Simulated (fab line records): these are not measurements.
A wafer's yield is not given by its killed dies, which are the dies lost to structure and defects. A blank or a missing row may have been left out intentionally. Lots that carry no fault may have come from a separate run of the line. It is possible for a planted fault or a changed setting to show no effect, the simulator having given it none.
fab line records | flow berkeley_cmos170
record lots=15 | wafers=45 | last_day=13
route steps=331 shown M2@289 M3@321
lots that met no fault: taken from a fault-free run of the same line
start_h: the number of hours between the record's first day and the start of the first shown wafer of the lot | wait_h: hours since the lot's step before | " identical to the entry in the row above | L1.1+2: a single row standing in for several wafers | - no value present, or no start provided | * or withheld: withheld | < > ~ a bound
route shown NAME@n: NAME is a module with steps in the file, n the number in the route of the first one | usual: average and standard deviation across the fault-free wafers | same: alike in all rows | chamber/n: place in a boat | sites: readings site by site | _std_site: the values' standard deviation | _edge_site: outer sites' mean less inner sites' | radius_mm: how far each site lies from the wafer's centre | mask NAME#n: copy n | behind: the tool/chamber that last shaped the wafer | hold: why the lot was held/for how many hours/how that ended | device: the n, p or np transistor that did not switch | end of line: the tests these same wafers got at the end of their route | a step given without rows: its recipe and nothing more | killed: the dies lost at the first sort to structure and to defects; this is not the yield of the wafer | map: a wafer's dies, marking killed ones x, the rest . and places with no die _
set.NAME: the setting the step ran with; set.NAME@STEP: the setting that earlier step ran with | model.NAME: the simulator's own value behind a step, which no gauge read
steps of the route over a sample of lots; a table a step, a row a wafer
services: when a tool's chamber went out of use (start_h, in hours from the record's first day, below 0 if earlier), for how many hours, and the reason
## steps
# step UCB170_M2_METAL_ETCH_18
# recipe chemistry=Cl2/BCl3 | target=Al | stop_on=SiO2 | pressure_mtorr=12 | target_depth_a=11700 | over_etch_frac=0.3 | time_s=195 | icp_w=600 | bias_w=120 | Cl2_flow_sccm=90 | bcl3_flow_sccm=45
# usual bias_w=119.9/0.35 | drypump_motor_current_A=5.6/0.4 | oes_product_au=0.855/0.015 | throttle_valve_pct=24.29/0.2
lot.wafer | tool         | chamber | start_h | wait_h | bias_w | drypump_motor_current_A | oes_product_au | rf_hours_counter_h | throttle_valve_pct
L841.3    | rie_metal-04 | 0       | 192.42  | -      | 119.9  | 5.5                     | 0.872          | -                  | 24.11
L841.5    | "            | 1       | "       | "      | 120.2  | 5.7                     | 0.825          | -                  | 24.45
L841.6    | "            | 0       | "       | "      | 119.8  | 5.5                     | 0.881          | -                  | 24.08
L842.3    | rie_metal-01 | 0       | 193.63  | -      | 119.8  | 6.4                     | 0.845          | -                  | 24.23
L842.4    | "            | 1       | "       | "      | 120.7  | 5.8                     | 0.851          | -                  | 24.20
L842.6    | "            | 0       | "       | "      | 120.7  | 6.4                     | 0.843          | -                  | 24.22
L844.1    | rie_metal-03 | 0       | 200.72  | -      | 120.1  | 5.4                     | 0.860          | 4                  | 24.15
L844.2    | "            | 1       | "       | "      | 120.2  | 5.2                     | 0.858          | 2                  | 24.63
L844.4    | "            | 0       | "       | "      | 120.0  | 5.4                     | 0.867          | -                  | 24.14
L846.2    | rie_metal-04 | 0       | 213.59  | -      | 119.5  | 5.5                     | 0.892          | 5                  | 24.08
L846.4    | "            | 1       | "       | "      | 119.3  | 5.7                     | 0.844          | -                  | 24.43
L846.6    | "            | 0       | "       | "      | 119.3  | 5.4                     | 0.884          | -                  | 24.08
L848.1    | rie_metal-01 | 0       | 221.33  | -      | 119.9  | 6.3                     | 0.854          | 10                 | 24.21
L848.4    | "            | 0       | "       | "      | 119.8  | 6.3                     | 0.847          | -                  | 24.21
L848.6    | "            | 0       | "       | "      | 120.4  | 6.4                     | 0.852          | -                  | 24.23
L849.1    | rie_metal-04 | 1       | 222.67  | -      | 120.0  | 5.7                     | 0.840          | 11                 | 24.44
L849.5    | "            | 1       | "       | "      | 120.3  | 5.7                     | 0.842          | -                  | 24.46
L849.6    | "            | 0       | "       | "      | 119.9  | 5.5                     | 0.881          | -                  | 24.10
L850.2    | rie_metal-03 | 0       | 237.33  | -      | 120.1  | 5.4                     | 0.857          | 5                  | 24.14
L850.4    | "            | 0       | "       | "      | 119.8  | 5.4                     | 0.852          | -                  | 24.14
L850.6    | "            | 1       | "       | "      | 120.2  | 5.2                     | 0.843          | -                  | 24.65
L851.3    | rie_metal-01 | 1       | 238.42  | -      | 119.6  | 5.9                     | 0.849          | -                  | 24.08
L851.4    | "            | 0       | "       | "      | 120.1  | 6.3                     | 0.849          | -                  | 24.22
L851.5    | "            | 0       | "       | "      | 119.5  | 6.3                     | 0.848          | -                  | 24.22
L855.3    | rie_metal-03 | 1       | 260.92  | -      | 119.5  | 5.2                     | 0.860          | -                  | 24.62
L855.4    | "            | 0       | "       | "      | 119.4  | 5.4                     | 0.871          | -                  | 24.14
L855.6    | "            | 1       | "       | "      | 120.0  | 5.2                     | 0.854          | -                  | 24.62
L856.3    | rie_metal-04 | 0       | 261.04  | -      | 119.0  | 5.5                     | 0.883          | -                  | 24.10
L856.5    | "            | 0       | "       | "      | 120.2  | 5.5                     | 0.881          | -                  | 24.09
L856.6    | "            | 1       | "       | "      | 120.5  | 5.7                     | 0.845          | -                  | 24.45
L857.3    | rie_metal-01 | 0       | 261.28  | -      | 120.0  | 6.4                     | 0.847          | -                  | 24.21
L857.4    | "            | 1       | "       | "      | 119.9  | 5.9                     | 0.854          | -                  | 24.07
L857.5    | "            | 1       | "       | "      | 119.4  | 5.8                     | 0.863          | -                  | 24.09
L859.1    | rie_metal-03 | 0       | 279.53  | -      | 120.3  | 5.3                     | 0.877          | 6                  | 24.15
L859.3    | "            | 1       | "       | "      | 120.3  | 5.2                     | 0.844          | -                  | 24.63
L859.5    | "            | 1       | "       | "      | 120.1  | 5.2                     | 0.847          | -                  | 24.63
L862.2    | rie_metal-01 | 1       | 286.14  | -      | 120.0  | 5.8                     | 0.846          | 1                  | 24.07
L862.3    | "            | 1       | "       | "      | 119.8  | 5.9                     | 0.862          | -                  | 24.08
L862.4    | "            | 0       | "       | "      | 120.7  | 6.4                     | 0.840          | -                  | 24.22
L860.3    | rie_metal-01 | 1       | 287.85  | -      | 119.6  | 5.9                     | 0.859          | -                  | 24.09
L860.5    | "            | 0       | "       | "      | 119.9  | 6.3                     | 0.852          | -                  | 24.21
L860.6    | "            | 1       | "       | "      | 119.7  | 5.9                     | 0.853          | -                  | 24.09
L863.1    | rie_metal-04 | 1       | 295.44  | -      | 119.4  | 5.7                     | 0.843          | 13                 | 24.46
L863.3    | "            | 1       | "       | "      | 119.1  | 5.7                     | 0.829          | -                  | 24.47
L863.6    | "            | 0       | "       | "      | 119.9  | 5.5                     | 0.880          | -                  | 24.10
# step UCB170_M2_STRIP_19
# recipe chemistry=O2 | power_w=400 | pressure_mtorr=3500 | platen_temp_c=withheld | o2_flow_sccm=400 | overash_fraction=0.5
# usual drypump_motor_current_A=5.7/0.36 | oes_product_au=0.526/0.03
lot.wafer | tool            | chamber | start_h | wait_h | drypump_motor_current_A | oes_product_au | rf_hours_counter_h
L841.3    | plasma_asher-04 | 1       | 192.58  | 0.1    | 5.9                     | 0.514          | -
L841.5    | "               | 1       | "       | "      | 5.8                     | 0.499          | -
L841.6    | "               | 0       | "       | "      | 6.2                     | 0.514          | -
L842.3    | plasma_asher-01 | 1       | 193.79  | 0.1    | 5.1                     | 0.518          | -
L842.4    | "               | 0       | "       | "      | 5.2                     | 0.533          | -
L842.6    | "               | 0       | "       | "      | 5.2                     | 0.516          | -
L844.1    | plasma_asher-03 | 1       | 200.91  | 0.1    | 5.7                     | 0.573          | 38
L844.2    | "               | 0       | "       | "      | 5.7                     | 0.497          | 38
L844.4    | "               | 1       | "       | "      | 5.7                     | 0.570          | -
L846.2    | plasma_asher-03 | 0       | 213.77  | 0.1    | 5.7                     | 0.537          | 40
L846.4    | "               | 1       | "       | "      | 5.7                     | 0.515          | -
L846.6    | "               | 0       | "       | "      | 5.6                     | 0.529          | -
L848.1    | plasma_asher-04 | 1       | 221.70  | 0.3    | 5.9                     | 0.526          | 52
L848.4    | "               | 1       | "       | "      | 5.9                     | 0.523          | -
L848.6    | "               | 0       | "       | "      | 6.3                     | 0.516          | -
L849.1    | plasma_asher-03 | 1       | 222.86  | 0.1    | 5.7                     | 0.508          | 41
L849.5    | "               | 1       | "       | "      | 5.7                     | 0.500          | -
L849.6    | "               | 0       | "       | "      | 5.6                     | 0.511          | -
L850.2    | plasma_asher-04 | 0       | 237.52  | 0.1    | 6.2                     | 0.567          | 54
L850.4    | "               | 1       | "       | "      | 5.9                     | 0.565          | -
L850.6    | "               | 0       | "       | "      | 6.2                     | 0.490          | -
L851.3    | plasma_asher-03 | 0       | 238.57  | 0.1    | 5.7                     | 0.552          | -
L851.4    | "               | 1       | "       | "      | 5.7                     | 0.524          | -
L851.5    | "               | 1       | "       | "      | 5.7                     | 0.522          | -
L855.3    | plasma_asher-01 | 1       | 261.08  | 0.1    | 5.2                     | 0.503          | -
L855.4    | "               | 0       | "       | "      | 5.3                     | 0.577          | -
L855.6    | "               | 0       | "       | "      | 5.3                     | 0.506          | -
L856.3    | plasma_asher-03 | 1       | 261.20  | 0.1    | 5.7                     | 0.502          | -
L856.5    | "               | 0       | "       | "      | 5.7                     | 0.521          | -
L856.6    | "               | 1       | "       | "      | 5.7                     | 0.508          | -
L857.3    | plasma_asher-04 | 0       | 261.44  | 0.1    | 6.2                     | 0.524          | -
L857.4    | "               | 1       | "       | "      | 5.9                     | 0.522          | -
L857.5    | "               | 0       | "       | "      | 6.2                     | 0.534          | -
L859.1    | plasma_asher-03 | 1       | 279.72  | 0.1    | 5.7                     | 0.588          | 46
L859.3    | "               | 1       | "       | "      | 5.7                     | 0.499          | -
L859.5    | "               | 0       | "       | "      | 5.7                     | 0.492          | -
L862.2    | plasma_asher-04 | 0       | 286.32  | 0.1    | 6.2                     | 0.561          | 59
L862.3    | "               | 0       | "       | "      | 6.2                     | 0.567          | -
L862.4    | "               | 1       | "       | "      | 5.9                     | 0.545          | -
L860.3    | plasma_asher-04 | 0       | 288.01  | 0.1    | 6.3                     | 0.543          | -
L860.5    | "               | 0       | "       | "      | 6.3                     | 0.534          | -
L860.6    | "               | 1       | "       | "      | 5.8                     | 0.546          | -
L863.1    | plasma_asher-03 | 1       | 295.62  | 0.1    | 5.8                     | 0.517          | 48
L863.3    | "               | 0       | "       | "      | 5.6                     | 0.495          | -
L863.6    | "               | 0       | "       | "      | 5.6                     | 0.534          | -
# step UCB170_M3_EXPOSE_12
# recipe mask_id=METAL3 | target_cd_nm=700 | na=0.5 | sigma_outer=0.6 | source_shape=conventional | dose_mj=26
# usual exposure_dose_mJ_cm2=25.984/0.024 | focus_offset_nm=0.0/0.5 | reticle_temp_C=23.00/0.1
lot.wafer | tool           | chamber | start_h | wait_h | mask     | exposure_dose_mJ_cm2 | focus_offset_nm | reticle_temp_C
L841.3    | krf_scanner-01 | 0       | 198.12  | -      | METAL3#0 | 26.004               | 0.2             | 22.98
L841.5    | "              | 0       | "       | "      | METAL3#0 | 26.027               | -0.1            | 23.10
L841.6    | "              | 0       | "       | "      | METAL3#0 | 26.011               | 0.1             | 22.84
L842.3    | krf_scanner-02 | 0       | 199.97  | -      | METAL3#0 | 25.965               | -0.2            | 23.08
L842.4    | "              | 0       | "       | "      | METAL3#0 | 25.969               | -0.7            | 23.02
L842.6    | "              | 0       | "       | "      | METAL3#0 | 25.962               | 0.2             | 23.13
L844.1    | krf_scanner-02 | 0       | 205.32  | -      | METAL3#0 | 25.950               | 0.6             | 23.07
L844.2    | "              | 0       | "       | "      | METAL3#0 | 25.968               | 0.4             | 23.01
L844.4    | "              | 0       | "       | "      | METAL3#0 | 25.950               | -0.1            | 22.88
L846.2    | krf_scanner-02 | 0       | 218.60  | -      | METAL3#0 | 26.031               | 0.1             | 23.06
L846.4    | "              | 0       | "       | "      | METAL3#0 | 26.012               | -0.3            | 23.16
L846.6    | "              | 0       | "       | "      | METAL3#0 | 26.058               | -0.2            | 23.07
L848.1    | krf_scanner-02 | 0       | 225.87  | -      | METAL3#0 | 26.001               | 0.8             | 22.93
L848.4    | "              | 0       | "       | "      | METAL3#0 | 25.984               | 0.0             | 22.89
L848.6    | "              | 0       | "       | "      | METAL3#0 | 25.982               | -0.6            | 23.06
L849.1    | krf_scanner-02 | 0       | 227.77  | -      | METAL3#0 | 25.964               | -0.5            | 22.96
L849.5    | "              | 0       | "       | "      | METAL3#0 | 25.952               | -0.2            | 23.01
L849.6    | "              | 0       | "       | "      | METAL3#0 | 25.960               | -1.0            | 22.78
L850.2    | krf_scanner-02 | 0       | 241.86  | -      | METAL3#0 | 25.970               | 0.6             | 22.87
L850.4    | "              | 0       | "       | "      | METAL3#0 | 25.981               | 0.2             | 22.88
L850.6    | "              | 0       | "       | "      | METAL3#0 | 25.951               | -0.4            | 23.03
L851.3    | krf_scanner-01 | 0       | 242.96  | -      | METAL3#0 | 25.990               | -0.4            | 23.04
L851.4    | "              | 0       | "       | "      | METAL3#0 | 25.965               | -0.6            | 23.01
L851.5    | "              | 0       | "       | "      | METAL3#0 | 25.999               | 0.0             | 23.08
L855.3    | krf_scanner-01 | 0       | 265.39  | -      | METAL3#0 | 25.939               | -0.3            | 22.96
L855.4    | "              | 0       | "       | "      | METAL3#0 | 26.010               | -0.1            | 23.05
L855.6    | "              | 0       | "       | "      | METAL3#0 | 25.991               | -0.7            | 23.02
L856.3    | krf_scanner-02 | -       | 266.57  | -      | METAL3#0 | -                    | -               | -
L856.5    | "              | -       | "       | "      | METAL3#0 | -                    | -               | -
L856.6    | "              | -       | "       | "      | METAL3#0 | -                    | -               | -
L857.3    | krf_scanner-02 | -       | 266.98  | -      | METAL3#0 | -                    | -               | -
L857.4    | "              | -       | "       | "      | METAL3#0 | -                    | -               | -
L857.5    | "              | -       | "       | "      | METAL3#0 | -                    | -               | -
L859.1    | krf_scanner-01 | -       | 283.98  | -      | METAL3#0 | -                    | -               | -
L859.3    | "              | -       | "       | "      | METAL3#0 | -                    | -               | -
L859.5    | "              | -       | "       | "      | METAL3#0 | -                    | -               | -
L862.2    | krf_scanner-02 | 0       | 290.79  | -      | METAL3#0 | 25.988               | -0.2            | 23.12
L862.3    | "              | 0       | "       | "      | METAL3#0 | 25.953               | 0.4             | 23.16
L862.4    | "              | 0       | "       | "      | METAL3#0 | 26.005               | 1.1             | 23.08
L860.3    | krf_scanner-01 | 0       | 292.95  | -      | METAL3#0 | 25.976               | -0.5            | 22.94
L860.5    | "              | 0       | "       | "      | METAL3#0 | 25.981               | -1.1            | 22.83
L860.6    | "              | 0       | "       | "      | METAL3#0 | 26.027               | -0.7            | 22.99
L863.1    | krf_scanner-02 | 0       | 299.93  | -      | METAL3#0 | 25.983               | 0.2             | 22.93
L863.3    | "              | 0       | "       | "      | METAL3#0 | 25.972               | 0.1             | 23.02
L863.6    | "              | 0       | "       | "      | METAL3#0 | 26.006               | 0.1             | 23.17
# step UCB170_M3_CD_MEAS_15
# recipe target_cd_nm=700
# usual cd_nm=700.1/1.2
lot.wafer | tool      | chamber | start_h | wait_h | cd_nm
L841.3    | cd_sem-02 | -       | 199.11  | -      | 702.4
L841.5    | "         | -       | "       | "      | 701.3
L841.6    | "         | -       | "       | "      | 701.0
L842.3    | cd_sem-02 | -       | 200.74  | -      | 700.3
L842.4    | "         | -       | "       | "      | 700.9
L842.6    | "         | -       | "       | "      | 700.0
L844.1    | cd_sem-02 | -       | 205.75  | -      | 699.3
L844.2    | "         | -       | "       | "      | 698.8
L844.4    | "         | -       | "       | "      | 700.1
L846.2    | cd_sem-02 | -       | 218.99  | -      | 700.1
L846.4    | "         | -       | "       | "      | 699.7
L846.6    | "         | -       | "       | "      | 700.2
L848.1    | cd_sem-02 | -       | 226.62  | -      | 699.1
L848.4    | "         | -       | "       | "      | 698.7
L848.6    | "         | -       | "       | "      | 698.7
L849.1    | cd_sem-01 | -       | 228.17  | -      | 700.5
L849.5    | "         | -       | "       | "      | 699.7
L849.6    | "         | -       | "       | "      | 699.4
L850.2    | cd_sem-01 | -       | 242.30  | -      | 699.9
L850.4    | "         | -       | "       | "      | 698.5
L850.6    | "         | -       | "       | "      | 698.4
L851.3    | cd_sem-01 | -       | 243.37  | -      | 702.2
L851.4    | "         | -       | "       | "      | 700.8
L851.5    | "         | -       | "       | "      | 702.5
L855.3    | cd_sem-01 | -       | 266.25  | -      | 699.2
L855.4    | "         | -       | "       | "      | 699.1
L855.6    | "         | -       | "       | "      | 699.0
L856.3    | cd_sem-01 | -       | 267.09  | -      | -
L856.5    | "         | -       | "       | "      | -
L856.6    | "         | -       | "       | "      | -
L857.3    | cd_sem-01 | -       | 267.37  | -      | -
L857.4    | "         | -       | "       | "      | -
L857.5    | "         | -       | "       | "      | -
L859.1    | cd_sem-01 | -       | 284.49  | -      | -
L859.3    | "         | -       | "       | "      | -
L859.5    | "         | -       | "       | "      | -
L862.2    | cd_sem-01 | -       | 291.57  | -      | 700.0
L862.3    | "         | -       | "       | "      | 699.9
L862.4    | "         | -       | "       | "      | 699.5
L860.3    | cd_sem-01 | -       | 293.77  | -      | 701.4
L860.5    | "         | -       | "       | "      | 701.2
L860.6    | "         | -       | "       | "      | 700.1
L863.1    | cd_sem-01 | -       | 300.48  | -      | 701.7
L863.3    | "         | -       | "       | "      | 702.9
L863.6    | "         | -       | "       | "      | 701.4
## services
tool            | chamber | start_h | hours | kind
krf_scanner-01  | -       | 174.88  | 0.8   | pm
krf_scanner-02  | -       | 175.63  | 4.0   | pm
rie_metal-03    | -       | 182.22  | 0.5   | repair
krf_scanner-01  | 0       | 193.77  | -     | calibration
krf_scanner-01  | -       | 196.29  | 1.0   | pm
rie_metal-01    | 1       | 197.06  | -     | clean
rie_metal-01    | 1       | 197.06  | 33.3  | scheduled_down
rie_metal-01    | 1       | 197.06  | 33.3  | vent_cycle
krf_scanner-01  | -       | 217.92  | 0.5   | repair
krf_scanner-01  | -       | 221.55  | 10.1  | repair
rie_metal-01    | 0       | 221.87  | 4.9   | repair
plasma_asher-03 | -       | 235.65  | 2.8   | pm
krf_scanner-01  | -       | 247.41  | 4.4   | pm
krf_scanner-02  | -       | 255.12  | 1.6   | repair
krf_scanner-01  | -       | 258.64  | 3.6   | pm
krf_scanner-02  | -       | 262.20  | 0.8   | pm
rie_metal-01    | 1       | 272.68  | 4.1   | repair
plasma_asher-01 | -       | 274.61  | 1.0   | repair
rie_metal-04    | -       | 279.76  | 0.8   | repair
krf_scanner-02  | -       | 288.34  | 1.0   | pm
plasma_asher-04 | -       | 291.23  | 2.8   | pm
## key
first_sign step=UCB170_M3_EXPOSE_12 | reading=tool_record | direction=missing
effect none on later readings
met_at UCB170_M3_EXPOSE_12
struck_lots L856,L857,L859
later_rows_left_out L856.3,L856.5,L856.6,L857.3,L857.4,L857.5,L859.1,L859.3,L859.5
sort_left_out L856.3,L856.5,L856.6,L857.3,L857.4,L857.5,L859.1,L859.3,L859.5
not_acting_at UCB170_M2_METAL_ETCH_18,UCB170_M2_STRIP_19,UCB170_M3_CD_MEAS_15
onset_between 265.39 266.57
fault kind=skipped_step_whole | tool=krf_scanner-01,krf_scanner-02 | chamber=- | onset_h=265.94 | steps=UCB170_M3_EXPOSE_12 | scope=struck_lots_only
# sort_left_out: the simulated sort isn't trusted on such a fault, so these wafers' sort isn't shown, and their yield isn't known
# later_rows_left_out: the simulator's readings of these wafers behind a module that went badly wrong aren't trusted and aren't shown, but for the sort
